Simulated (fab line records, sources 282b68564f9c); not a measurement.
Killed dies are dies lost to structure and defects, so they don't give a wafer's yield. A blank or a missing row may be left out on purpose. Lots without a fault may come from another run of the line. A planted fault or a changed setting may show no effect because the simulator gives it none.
fab line records | flow rit_cmos
record lots=7 wafers=21 last_day=7
route steps=202 shown GATE@94 REOX@98 NLDD@103 M1@202
lots that met no fault: from a run of the same line without faults
start_h: hours from the record's first day to the start of the lot's first wafer shown | wait_h: hours since the lot's step before | " the same as in the row above | L1.1+2: a row that stands for several wafers | - no value, or no start given | * or withheld: withheld | < > ~ a bound
route shown NAME@n: a module of which the file shows steps, and the number in the route of the first | usual: mean/standard deviation of fault-free wafers | same: alike in all rows | chamber/n: place in a boat | sites: the reading at each site | _std_site: their standard deviation | _edge_site: outer sites' mean less inner sites' | radius_mm: how far each site lies from the wafer's centre | mask NAME#n: copy n | behind: the tool/chamber that last shaped the wafer | hold: why the lot was held/for how many hours/how that ended | device: the transistor (n, p or np) that didn't switch | end of line: the same wafers' tests at the end of the route | a step without rows: its recipe alone | killed: dies lost to structure and defects at the first sort, not the wafer's yield | map: a wafer's dies, x killed, . not, _ none there
set.NAME: the setting as run; set.NAME@STEP: as run at that earlier step | model.NAME: the simulator's own value behind a step, which no gauge read
lots at some steps of the route; a table a step, a row a wafer
services: from which hour (start_h, from the record's first day; less than 0 if before it) a tool's chamber was out of use, for how many hours, and why
## steps
# step RIT_GATE_HARDBAKE_18
# recipe resist=NOVOLAK temp_c=140 time_s=60
# step RIT_GATE_ETCH_19
# recipe chemistry=SF6/CHF3/O2 time_s=165 SF6_flow_sccm=30 CHF3_flow_sccm=30 O2_flow_sccm=5 target=poly-Si pressure_mtorr=40 rf_w=160 target_depth_a=3125 over_etch_frac=0.25 stop_on=SiO2
# usual drypump_motor_current_A=5.8/0.46 oes_product_au=0.848/0.015 throttle_valve_pct=10.29/0.16
# columns lot.wafer tool chamber start_h wait_h drypump_motor_current_A oes_product_au rf_hours_counter_h throttle_valve_pct
L277.1 rie_si-01 3 58.10 0.1 6.1 0.868 3 10.49
L277.4 " 1 " " 5.0 0.855 96 10.34
L277.6 " 1 " " 5.0 0.856 - 10.35
L283.1 rie_si-01 2 90.55 0.1 5.5 0.868 29 10.44
L283.2 " 0 " " 5.9 0.824 79 10.01
L283.6 " 0 " " 5.9 0.819 - 10.02
L285.1 rie_si-01 0 98.26 0.1 5.9 0.811 79 10.04
L285.3 " 3 " " 6.1 0.865 3 10.48
L285.4 " 2 " " 5.5 0.869 29 10.45
L286.1 rie_si-02 1 104.85 0.1 5.9 0.848 2 10.19
L286.2 " 2 " " 6.2 0.847 140 10.12
L286.6 " 2 " " 6.2 0.851 - 10.10
L287.2 rie_si-01 1 111.47 0.1 5.0 0.848 96 10.35
L287.4 " 3 " " 6.1 0.860 3 10.48
L287.6 " 2 " " 5.5 0.861 - 10.44
L288.1 rie_si-02 1 111.66 0.1 6.0 0.852 2 10.20
L288.5 " 0 " " 5.3 0.837 - 10.46
L288.6 " 3 " " 6.4 0.857 - 10.26
L296.4 rie_si-02 0 152.34 0.1 5.2 0.834 0 10.46
L296.5 " 2 " " 6.2 0.842 - 10.09
L296.6 " 1 " " 6.0 0.853 - 10.19
# step RIT_GATE_STRIP_20
# recipe chemistry=O2 time_s=180 resist=NOVOLAK platen_temp_c=withheld power_w=500 pressure_mtorr=4000 o2_flow_sccm=4000
# usual drypump_motor_current_A=5.7/0.57
# columns lot.wafer tool chamber start_h wait_h drypump_motor_current_A rf_hours_counter_h
L277.1 plasma_asher-01 1 58.21 0.1 6.1 41
L277.4 " 1 " " 6.1 -
L277.6 " 1 " " 6.0 -
L283.1 plasma_asher-02 0 90.66 0.1 6.5 45
L283.2 " 1 " " 5.7 45
L283.6 " 1 " " 5.7 -
L285.1 plasma_asher-02 1 98.37 0.1 5.7 47
L285.3 " 0 " " 6.5 -
L285.4 " 1 " " 5.7 -
L286.1 plasma_asher-02 1 104.96 0.1 5.8 47
L286.2 " 0 " " 6.5 47
L286.6 " 0 " " 6.5 -
L287.2 plasma_asher-01 1 111.65 0.1 6.1 47
L287.4 " 0 " " 5.1 -
L287.6 " 0 " " 5.1 -
L288.1 plasma_asher-02 1 111.77 0.1 5.7 48
L288.5 " 0 " " 6.4 -
L288.6 " 1 " " 5.7 -
L296.4 plasma_asher-02 1 152.51 0.1 5.7 -
L296.5 " 1 " " 5.7 -
L296.6 " 0 " " 6.4 -
# step RIT_GATE_CD_MEAS_90
# recipe target_cd_nm=150
# usual cd_nm=150.0/2.4
# columns lot.wafer tool chamber start_h wait_h cd_nm
L277.1 cd_sem-01 - 58.39 0.1 149.2
L277.4 " - " " 148.7
L277.6 " - " " 147.6
L283.1 cd_sem-02 - 90.84 0.1 149.7
L283.2 " - " " 148.8
L283.6 " - " " 151.1
L285.1 cd_sem-02 - 98.54 0.1 152.8
L285.3 " - " " 153.1
L285.4 " - " " 155.2
L286.1 cd_sem-01 - 105.13 0.1 151.5
L286.2 " - " " 152.2
L286.6 " - " " 152.8
L287.2 cd_sem-01 - 111.84 0.1 150.9
L287.4 " - " " 151.7
L287.6 " - " " 149.9
L288.1 cd_sem-02 - 111.95 0.1 152.0
L288.5 " - " " 152.1
L288.6 " - " " 152.7
L296.4 cd_sem-02 - 152.69 0.1 148.8
L296.5 " - " " 150.5
L296.6 " - " " 149.3
# step RIT_REOX_CLEAN_00
# recipe chemistry=SC1 mix=3:3:50 time_s=600 temp_c=75
# step RIT_REOX_CLEAN_01
# recipe chemistry=dHF dilution=50:1 time_s=30
# step RIT_REOX_CLEAN_02
# recipe chemistry=SC2 mix=3:3:50 time_s=600 temp_c=75 dry=n2_spin
# step RIT_REOX_OXIDATION_03
# recipe temp_c=900 ambient=O2 target_thk_a=252 ox_time_s=5580
# step RIT_REOX_THK_MEAS_04
# recipe reads=SiO2_of_REOX_OXIDATION_03
# usual REOX_OXIDE_THK=25.1/0.4
# columns lot.wafer tool chamber start_h wait_h REOX_OXIDE_THK[nm]
L277.1 film_metro-02 - 61.42 0.0 25.3
L277.4 " - " " 25.5
L277.6 " - " " 25.6
L283.1 film_metro-04 - 94.37 0.0 25.1
L283.2 " - " " 25.1
L283.6 " - " " 25.1
L285.1 film_metro-02 - 101.58 0.0 24.6
L285.3 " - " " 24.8
L285.4 " - " " 24.8
L286.1 film_metro-01 - 108.19 0.0 24.8
L286.2 " - " " 24.6
L286.6 " - " " 25.1
L288.1 film_metro-01 - 115.92 0.0 25.0
L288.5 " - " " 25.1
L288.6 " - " " 24.8
L287.2 film_metro-02 - 115.93 0.0 24.7
L287.4 " - " " 25.4
L287.6 " - " " 25.1
L296.4 film_metro-01 - 155.85 0.0 25.5
L296.5 " - " " 26.0
L296.6 " - " " 25.9
# step RIT_NLDD_HMDS_00
# recipe prime_time_s=60 prime_temp_c=140
# step RIT_NLDD_COAT_01
# recipe resist=NOVOLAK spin_rpm=3250 resist_thk_nm=1000
# step RIT_NLDD_SOFTBAKE_02
# recipe resist=NOVOLAK temp_c=90 time_s=60
# step RIT_NLDD_EXPOSE_03
# recipe mask_id=M7 na=0.57 target_cd_nm=40700 dose_mj=250
# columns lot.wafer tool chamber start_h wait_h mask model.NLDD.overlay_x_nm
L277.1+4+6 iline_stepper-01 0 62.06 0.2 M7#0 0.06572
L283.1+2+6 iline_stepper-01 0 95.00 0.2 M7#0 0.6833
L285.1+3+4 iline_stepper-01 0 102.22 0.2 M7#0 -148.6
L286.1+2+6 iline_stepper-01 0 108.70 0.1 M7#0 -149.2
L288.1+5+6 iline_stepper-01 0 116.61 0.1 M7#0 -150.9
L287.2+4+6 iline_stepper-02 0 116.87 0.3 M7#0 0.03017
L296.4+5+6 iline_stepper-02 0 156.48 0.1 M7#0 -0.7625
# step RIT_NLDD_PEB_04
# recipe resist=NOVOLAK temp_c=withheld time_s=withheld
# step RIT_NLDD_DEVELOP_05
# recipe resist=NOVOLAK develop_time_s=50 dev_temp_c=23
# step RIT_NLDD_OVL_MEAS_06
# usual NLDD_OVL=-0.2/1.1
# columns lot.wafer tool chamber start_h wait_h NLDD_OVL[nm]
L277.1 overlay-01 - 62.46 - -0.4
L277.4 " - " " 0.1
L277.6 " - " " 1.6
L283.1 overlay-02 - 95.40 - -1.9
L283.2 " - " " -1.6
L283.6 " - " " -0.9
L285.1 overlay-01 - 102.62 - -151.6
L285.3 " - " " -148.3
L285.4 " - " " -151.8
L286.1 overlay-02 - 109.10 - -149.3
L286.2 " - " " -149.5
L286.6 " - " " -151.2
L288.1 overlay-01 - 117.15 - -151.3
L288.5 " - " " -150.1
L288.6 " - " " -151.1
L287.2 overlay-02 - 117.38 - 0.2
L287.4 " - " " 0.2
L287.6 " - " " 1.3
L296.4 overlay-02 - 156.84 - 0.2
L296.5 " - " " 0.0
L296.6 " - " " -1.9
# step RIT_NLDD_HARDBAKE_07
# recipe resist=NOVOLAK temp_c=140 time_s=60
# step RIT_M1_PROBE_99
# usual killed_at_contacts=0.1/0.24 killed_at_front_end=6.8/2.8 killed_dies=6.9/2.8 killed_open=3.3/1.9 killed_short=3.5/1.8
# same gross_dies=264 killed_at_M0_to_M3=0 killed_at_M4_up=0 killed_at_back_side=0 killed_at_other=0
# columns lot.wafer tool chamber start_h wait_h killed_at_contacts killed_at_front_end killed_dies killed_open killed_short model.etest.nldd.width_nm
L277.1 prober-01 - 78.67 0.1 0 6 6 3 3 3160
L277.4 prober-01 - 78.82 0.2 0 7 7 2 5 3189
L277.6 prober-01 - 78.92 0.2 0 6 6 4 2 3177
L283.1 prober-01 - 112.87 0.1 0 13 13 7 6 3137
L283.2 prober-01 - 112.92 0.1 0 8 8 4 4 3154
L283.6 prober-01 - 113.12 0.2 0 5 5 3 2 3178
L285.1 prober-01 - 120.18 0.1 0 3 3 2 1 3110
L285.3 prober-01 - 120.28 0.2 0 6 6 4 2 3104
L285.4 prober-01 - 120.33 0.2 1 11 12 8 4 3123
L286.1 prober-02 - 125.05 0.1 0 10 10 3 7 3090
L286.2 prober-02 - 125.10 0.1 0 8 8 2 6 3107
L286.6 prober-02 - 125.30 0.2 0 6 6 4 2 3115
L288.1 prober-01 - 133.44 0.1 0 12 12 6 6 3092
L288.5 prober-01 - 133.64 0.2 0 6 6 3 3 3111
L288.6 prober-01 - 133.69 0.2 0 7 7 2 5 3122
L287.2 prober-01 - 133.79 0.4 0 2 2 1 1 3205
L287.4 prober-01 - 133.89 0.5 0 3 3 1 2 3186
L287.6 prober-01 - 133.99 0.6 0 2 2 1 1 3203
L296.4 prober-01 - 173.48 0.2 0 6 6 1 5 3200
L296.5 prober-01 - 173.53 0.2 0 7 7 2 5 3209
L296.6 prober-01 - 173.58 0.2 0 7 7 4 3 3202
# killed by level:class
L277.1 GATE:geometric_particle:open=3 FOX2:geometric_particle:short=1 GATE:geometric_particle:short=1 REOX:geometric_particle:short=1
L277.4 FOX1:geometric_particle:short=2 GATE:geometric_particle:short=2 FOX2:geometric_particle:open=1 REOX:geometric_particle:short=1 SILICIDE:geometric_particle:open=1
L277.6 SPACER:geometric_particle:open=2 FOX2:geometric_particle:short=1 REOX:geometric_particle:open=1 SILICIDE:geometric_particle:open=1 SILICIDE:geometric_particle:short=1
L283.1 GATE:geometric_particle:short=3 REOX:geometric_particle:open=3 GATE:geometric_particle:open=2 REOX:geometric_particle:short=2 FOX1:geometric_particle:open=1 FOX2:geometric_particle:short=1 SPACER:geometric_particle:open=1
L283.2 GATE:geometric_particle:short=3 GATE:geometric_particle:open=2 SILICIDE:geometric_particle:open=2 REOX:geometric_particle:short=1
L283.6 FOX1:geometric_particle:short=1 FOX2:geometric_particle:open=1 SPACER:geometric_particle:short=1 GATE:geometric_particle:open=1 SPACER:geometric_particle:open=1
L285.1 SPACER:geometric_particle:open=1 SPACER:geometric_particle:short=1 SILICIDE:geometric_particle:open=1
L285.3 GATE:geometric_particle:open=3 GATE:geometric_particle:short=2 FOX2:geometric_particle:open=1
L285.4 GATE:geometric_particle:open=3 ACTIVE:geometric_particle:open=2 GATE:geometric_particle:short=2 SPACER:geometric_particle:short=2 FOX1:geometric_particle:open=1 SPACER:geometric_particle:open=1 CONTACT:geometric_particle:open=1
L286.1 GATE:geometric_particle:short=4 FOX1:geometric_particle:short=2 GATE:geometric_particle:open=2 FOX1:geometric_particle:open=1 REOX:geometric_particle:short=1
L286.2 GATE:geometric_particle:short=5 FOX1:geometric_particle:short=1 FOX1:geometric_particle:open=1 REOX:geometric_particle:open=1
L286.6 GATE:geometric_particle:open=3 GATE:geometric_particle:short=2 SPACER:geometric_particle:open=1
L288.1 SILICIDE:geometric_particle:short=3 SILICIDE:geometric_particle:open=3 SPACER:geometric_particle:open=2 FOX2:geometric_particle:open=1 FOX2:geometric_particle:short=1 GATE:geometric_particle:short=1 SPACER:geometric_particle:short=1
L288.5 SPACER:geometric_particle:short=3 FOX1:geometric_particle:open=1 GATE:geometric_particle:open=1 SPACER:geometric_particle:open=1
L288.6 FOX1:geometric_particle:short=1 FOX2:geometric_particle:open=1 GATE:geometric_particle:open=1 GATE:geometric_particle:short=1 REOX:geometric_particle:short=1 SPACER:geometric_particle:short=1 SILICIDE:geometric_particle:short=1
L287.2 REOX:geometric_particle:open=1 SPACER:geometric_particle:short=1
L287.4 GATE:geometric_particle:short=2 GATE:geometric_particle:open=1
L287.6 FOX2:geometric_particle:open=1 GATE:geometric_particle:short=1
L296.4 SPACER:geometric_particle:short=2 FOX1:geometric_particle:short=1 GATE:geometric_particle:short=1 REOX:geometric_particle:short=1 SPACER:geometric_particle:open=1
L296.5 REOX:geometric_particle:short=2 FOX2:geometric_particle:short=1 GATE:geometric_particle:open=1 GATE:geometric_particle:short=1 SPACER:geometric_particle:short=1 SILICIDE:geometric_particle:open=1
L296.6 FOX2:geometric_particle:open=2 FOX1:geometric_particle:short=1 FOX2:geometric_particle:short=1 SPACER:geometric_particle:short=1 SPACER:geometric_particle:open=1 SILICIDE:geometric_particle:open=1
## services
# columns tool chamber start_h hours kind
iline_stepper-01 0 36.84 - calibration
rie_si-02 2 41.79 8.6 repair
rie_si-02 3 50.37 - clean
rie_si-02 3 50.37 24.1 scheduled_down
rie_si-02 3 50.37 24.1 vent_cycle
plasma_asher-01 - 85.33 2.8 pm
rie_si-02 1 95.70 1.9 repair
iline_stepper-02 - 97.56 2.5 repair
iline_stepper-01 - 119.86 1.7 pm
rie_si-02 0 121.22 - clean
rie_si-02 0 121.22 12.4 scheduled_down
rie_si-02 0 121.22 12.4 vent_cycle
## key
first_sign step=RIT_NLDD_OVL_MEAS_06 reading=NLDD_OVL direction=down sigmas=99+ usual=-0.2 struck=-150.5
effect none on later readings
model_effect step=RIT_NLDD_EXPOSE_03 value=NLDD.overlay_x_nm without=0.4368 struck=-149.6
model_effect step=RIT_M1_PROBE_99 value=etest.nldd.width_nm without=3176 struck=3108
met_at RIT_NLDD_EXPOSE_03
struck_wafers L285.1,L285.3,L285.4,L286.1,L286.2,L286.6,L288.1,L288.5,L288.6
tester_left_out L285,L286,L288
onset_between 95.00 102.22
fault kind=scanner_matching_overlay tool=iline_stepper-01 chamber=- onset_h=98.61 steps=RIT_NLDD_EXPOSE_03 offset=-150
# tester_left_out: of these lots the tester's yield and bins aren't shown, on N5 and GAA mostly nor the transistor test; their killed dies are dies lost to structure and defects alone, not to doping, threshold or leakage, so they don't give the yield
